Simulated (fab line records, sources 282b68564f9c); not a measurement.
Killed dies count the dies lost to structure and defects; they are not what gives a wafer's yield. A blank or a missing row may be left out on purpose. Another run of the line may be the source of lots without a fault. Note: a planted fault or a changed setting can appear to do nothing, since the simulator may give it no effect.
Which tool was responsible? | flow rit-cmos | route of 202 steps, sampled at 1 step: 15 lots, 45 wafers

WHAT THE GAUGES READ, wafer by wafer
The record lacks any reading of a measuring or inspecting step that a usual standard deviation could be used to judge.

WHAT TOOL EACH LOT RAN ON (gives the tool, then ch and the chambers of the sampled wafers, and finally the start)
lot  | RIT_PRETRO_STRIP_09
L211 | plasma-asher-03 ch 0,1, day 2 08:50
L213 | plasma-asher-01 ch 1, day 2 16:59
L216 | plasma-asher-01 ch 0,1, day 3 09:46
L217 | plasma-asher-01 ch 0,1, day 3 14:20
L218 | plasma-asher-01 ch 0,1, day 3 17:53
L219 | plasma-asher-03 ch 0,1, day 3 23:05
L220 | plasma-asher-04 ch 0,1, day 4 04:01
L221 | plasma-asher-01 ch 0,1, day 4 09:53
L222 | plasma-asher-04 ch 0,1, day 4 14:47
L228 | plasma-asher-03 ch 1, day 5 21:13
L229 | plasma-asher-04 ch 0,1, day 6 02:04
L230 | plasma-asher-04 ch 0,1, day 6 06:24
L232 | plasma-asher-04 ch 0,1, day 6 16:02
L233 | plasma-asher-01 ch 0,1, day 6 22:16
L234 | plasma-asher-04 ch 0,1, day 7 02:13
- RIT_PRETRO_STRIP_09: strips in O2, time 180 s.

AS READ BY THE TOOLS THEMSELVES (means over the sampled wafers that have a number; for cases with no such wafer, the mark the record gives instead)
RIT_PRETRO_STRIP_09. Usual: chamber-pressure-mTorr 4000 mTorr, standard deviation 3.6; drypump-motor-current-A 5.5 A, standard deviation 0.46.
lot  | tool            | chamber-pressure-mTorr (mTorr) | drypump-motor-current-A (A) | flag
L211 | plasma-asher-03 | 4000                           | 5.9                         |
L213 | plasma-asher-01 | 4000                           | 6.0                         |
L216 | plasma-asher-01 | 3999                           | 5.4                         |
L217 | plasma-asher-01 | 4002                           | 5.4                         |
L218 | plasma-asher-01 | -                              | -                           | OFF
L219 | plasma-asher-03 | -                              | -                           | OFF
L220 | plasma-asher-04 | -                              | -                           | OFF
L221 | plasma-asher-01 | 3995                           | 5.8                         |
L222 | plasma-asher-04 | 3997                           | 4.9                         |
L228 | plasma-asher-03 | 3999                           | 5.7                         |
L229 | plasma-asher-04 | 4000                           | 4.9                         |
L230 | plasma-asher-04 | 3999                           | 5.1                         |
L232 | plasma-asher-04 | 4000                           | 5.1                         |
L233 | plasma-asher-01 | 4001                           | 5.4                         |
L234 | plasma-asher-04 | 4002                           | 5.1                         |

THE ANSWER, worked out from the rows above alone
Rule: take the mean of a lot's wafers that have a number; if it is more than 3 standard deviations from the usual mean, the lot is off. Also off: a lot with no number at a reading for which 4 or more lots have one. All remaining lots with rows at the step are treated as sound. Order of review: gauges by route order, followed by the tools' own readings, for which a lot's mean as printed above is used. At the first step where some lot is off, the reading lying furthest off is the one used; lots without a number count as furthest.
Off: L218, L219, L220 (RIT_PRETRO_STRIP_09, chamber-pressure-mTorr). Without a number there: L218, L219, L220.
If a tool, at that step or one of the process steps before it, ran each lot that is off and ran no sound lot following the first of them, it fits. Of those tried, none fits.

WHAT THE SIMULATOR PUT IN
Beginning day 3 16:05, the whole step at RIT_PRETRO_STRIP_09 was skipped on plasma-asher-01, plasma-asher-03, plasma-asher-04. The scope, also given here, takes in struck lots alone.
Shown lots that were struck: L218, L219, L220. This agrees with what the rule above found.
